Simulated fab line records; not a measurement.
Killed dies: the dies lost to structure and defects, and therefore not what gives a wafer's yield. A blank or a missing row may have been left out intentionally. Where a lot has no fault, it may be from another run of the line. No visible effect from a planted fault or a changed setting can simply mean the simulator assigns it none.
A struck lot beside a sound one | flow berkeley_cmos170 | 44 out of 331 route steps
Sound: these wafers, L918.1, L918.2, L918.5. Wafers L931.3, L931.4, L931.5 were the ones struck. The cause is named last.
Each step with rows lists, per side, the tool, then ch with its chambers, then its first start. Under that, the readings that differ: sound wafers | struck wafers | difference of the means | sigmas: that difference in standard deviations of wafers without a fault.
alike: a reading whose means differ by less than 2 such deviations, as well as words and numbers matching on both sides. not compared: withheld readings; readings where some wafer has no value; bounds like >300 that might hide an equal value; numbers whose values overlap and for which the record gives no deviation.
A row with sigmas, a row that says differs or no value, or rows on one side alone: a step with any of these is where the two part. When numbers do not overlap yet have no deviation, they are printed without sigmas and do not part them. Lack of a reading on every wafer of one side parts them only where that side has two or more wafers.

first, 6 steps without rows for these wafers: UCB170_V1_HMDS_06 (prime time 60 s); UCB170_V1_COAT_07 (resist thk 900 nm); UCB170_V1_SOFTBAKE_08 (time 60 s); UCB170_V1_EXPOSE_09 (exposes mask VIA1, target cd 700 nm); UCB170_V1_PEB_10; UCB170_V1_DEVELOP_11 (develop time 45 s).
UCB170_V1_CD_MEAS_12 targets a cd of 700 nm.
  sound: cd_sem-02 at day 8 18:13; struck: cd_sem-01 at day 11 02:17
  reading    | sound             | struck            | difference | sigmas
  cd_nm (nm) | 700.7 701.4 701.8 | 698.4 697.2 698.8 | -3.2       | -2
UCB170_V1_OVL_MEAS_13:
  sound: overlay-02 at day 8 18:20; struck: overlay-02 at day 11 02:23
  reading     | sound  | struck   | difference | sigmas
  V1_OVL (nm) | 12 2 8 | -9 -8 -1 | -13        | -2
UCB170_V1_ETCH_14: etches SiO2 in CHF3/CF4/Ar, stops on Al, target depth 1250 nm, time 291 s.
  sound on rie_diel-03 ch 0,1,3, day 8 18:22; struck on rie_diel-02 ch 2,3, day 11 02:25
  alike: drypump_motor_current_A, mfc_ar_sccm, oes_product_au, throttle_valve_pct
  not compared: rf_hours_counter_h
UCB170_V1_STRIP_15: strips in O2.
  sound on plasma_asher-02 ch 0,1, day 8 18:32; struck on plasma_asher-03 ch 0,1, day 11 02:37
  alike: drypump_motor_current_A, oes_product_au, strip_time_to_endpoint_s
  not compared: rf_hours_counter_h
UCB170_V1_CD_MEAS_90 targets a cd of 700 nm.
  sound: cd_sem-01 at day 8 18:38; struck: cd_sem-02 at day 11 02:43
  reading    | sound             | struck            | difference | sigmas
  cd_nm (nm) | 701.1 702.2 702.1 | 698.8 697.2 698.6 | -3.6       | -2
then, 1 step without rows for these wafers: UCB170_M2_PRE_CLEAN_00 (preclean etch time 60 s).
UCB170_M2_SPUTTER_01: material Al, target thk 900 nm, time 120 s.
  sound: pvd_sputter-03 at day 8 18:50; struck: pvd_sputter-03 at day 11 02:52
  reading                               | sound             | struck            | difference | sigmas
  model.Al_of_M2_SPUTTER_01.thk_nm (nm) | 905.4 901.4 903.9 | 830.4 811.2 813.6 | -85.2      |
  alike: throttle_valve_pct
UCB170_M2_RS_MEAS_02: measures by four-point-probe.
  sound: film_metro-03 at day 8 18:55; struck: film_metro-03 at day 11 02:59
  reading           | sound                   | struck                  | difference | sigmas
  M2_AL_RS (ohm/sq) | 0.03197 0.03209 0.03203 | 0.03496 0.03575 0.03566 | +0.00343   | +14
UCB170_M2_THK_MEAS_03: measures by xrf.
  sound: film_metro-03 at day 8 19:02; struck: film_metro-03 at day 11 03:05
  reading        | sound       | struck      | difference | sigmas
  M2_AL_THK (nm) | 890 886 888 | 820 802 806 | -79        | -8
then, 3 steps without rows for these wafers: UCB170_M2_HMDS_04 (prime time 60 s); UCB170_M2_COAT_05 (resist thk 900 nm); UCB170_M2_SOFTBAKE_06 (time 60 s).
UCB170_M2_STRIP_07: strips in O2.
  sound on plasma_asher-02 ch 0,1, day 8 20:07; struck on plasma_asher-02 ch 0,1, day 11 03:37
  alike: drypump_motor_current_A, oes_product_au, strip_time_to_endpoint_s
  not compared: rf_hours_counter_h
then, 7 steps without rows for these wafers: UCB170_M2_STRIP_08 (strips KrF in DMSO, time 600 s); UCB170_M2_COAT_09; UCB170_M2_COAT_10 (resist thk 900 nm); UCB170_M2_SOFTBAKE_11 (time 60 s); UCB170_M2_EXPOSE_12 (exposes mask METAL2, target cd 700 nm); UCB170_M2_PEB_13; UCB170_M2_DEVELOP_14 (develop time 45 s).
UCB170_M2_CD_MEAS_15 targets a cd of 700 nm.
  sound: cd_sem-02 at day 8 22:27; struck: cd_sem-02 at day 11 05:16
  alike: cd_nm
UCB170_M2_OVL_MEAS_16:
  sound: overlay-01 at day 8 22:34; struck: overlay-02 at day 11 05:22
  alike: M2_OVL
then, 1 step without rows for these wafers: UCB170_M2_ETCH_17 (etches BARC in N2/H2).
UCB170_M2_METAL_ETCH_18: etches Al in Cl2/BCl3, stops on SiO2, target depth 1170 nm, time 195 s.
  sound on rie_metal-03 ch 0,1, day 8 22:39; struck on rie_metal-03 ch 0,1, day 11 05:29
  alike: drypump_motor_current_A, he_backside_leak_sccm, oes_product_au, throttle_valve_pct
  not compared: rf_hours_counter_h
UCB170_M2_STRIP_19: strips in O2.
  sound on plasma_asher-03 ch 0,1, day 8 22:50; struck on plasma_asher-03 ch 0,1, day 11 05:39
  alike: drypump_motor_current_A, oes_product_au
  not compared: rf_hours_counter_h
UCB170_M2_CD_MEAS_90 targets a cd of 700 nm.
  sound: cd_sem-02 at day 8 22:56; struck: cd_sem-02 at day 11 06:07
  alike: cd_nm
then, 1 step without rows for these wafers: UCB170_V2_CVD_00 (deposits SiO2 from TEOS/O2, target thk 2000 nm, time 250 s).
UCB170_V2_THK_MEAS_01:
  sound: film_metro-04 at day 8 23:13; struck: film_metro-03 at day 11 06:22
  alike: V2_TEOS_THK
UCB170_V2_CMP_02: polishes SiO2.
  sound on cmp-02 ch 0,1, day 8 23:16; struck on cmp-01 ch 2,3, day 11 06:24
  alike: motor_current_A, platen_rpm
UCB170_V2_BOW_MEAS_03:
  sound: film_metro-01 at day 8 23:34; struck: film_metro-04 at day 11 06:44
  alike: V2_BOW
UCB170_V2_THK_MEAS_04:
  sound: film_metro-01 at day 8 23:41; struck: film_metro-04 at day 11 06:50
  alike: V2_POLISHED_THK
then, 5 steps without rows for these wafers: UCB170_V2_CLEAN_05 (cleans in DIW); UCB170_V2_HMDS_06 (prime time 60 s); UCB170_V2_COAT_07 (resist thk 900 nm); UCB170_V2_SOFTBAKE_08 (time 60 s); UCB170_V2_EXPOSE_09 (exposes mask VIA2, target cd 700 nm).
UCB170_V2_ETCH_14: etches SiO2 in CHF3/CF4/Ar, stops on Al, target depth 1250 nm, time 291 s.
  sound on rie_diel-01 ch 1,2, day 9 02:24; struck on rie_diel-04 ch 0,1, day 11 08:04
  reading                               | sound             | struck            | difference | sigmas
  model.Al_of_M2_SPUTTER_01.thk_nm (nm) | 905.4 901.3 903.8 | 830.2 811.2 813.5 | -85.2      |
  alike: drypump_motor_current_A, mfc_ar_sccm, oes_product_au, throttle_valve_pct
  not compared: rf_hours_counter_h
UCB170_M3_PROBE_99:
  only the struck wafers here have rows in the record (prober-02, day 11 12:32); the sound ones have none

## WHERE THEY PART
Last at UCB170_M3_PROBE_99 as far as this record goes, first at UCB170_V1_CD_MEAS_12.

WHY: whatever the simulator had introduced
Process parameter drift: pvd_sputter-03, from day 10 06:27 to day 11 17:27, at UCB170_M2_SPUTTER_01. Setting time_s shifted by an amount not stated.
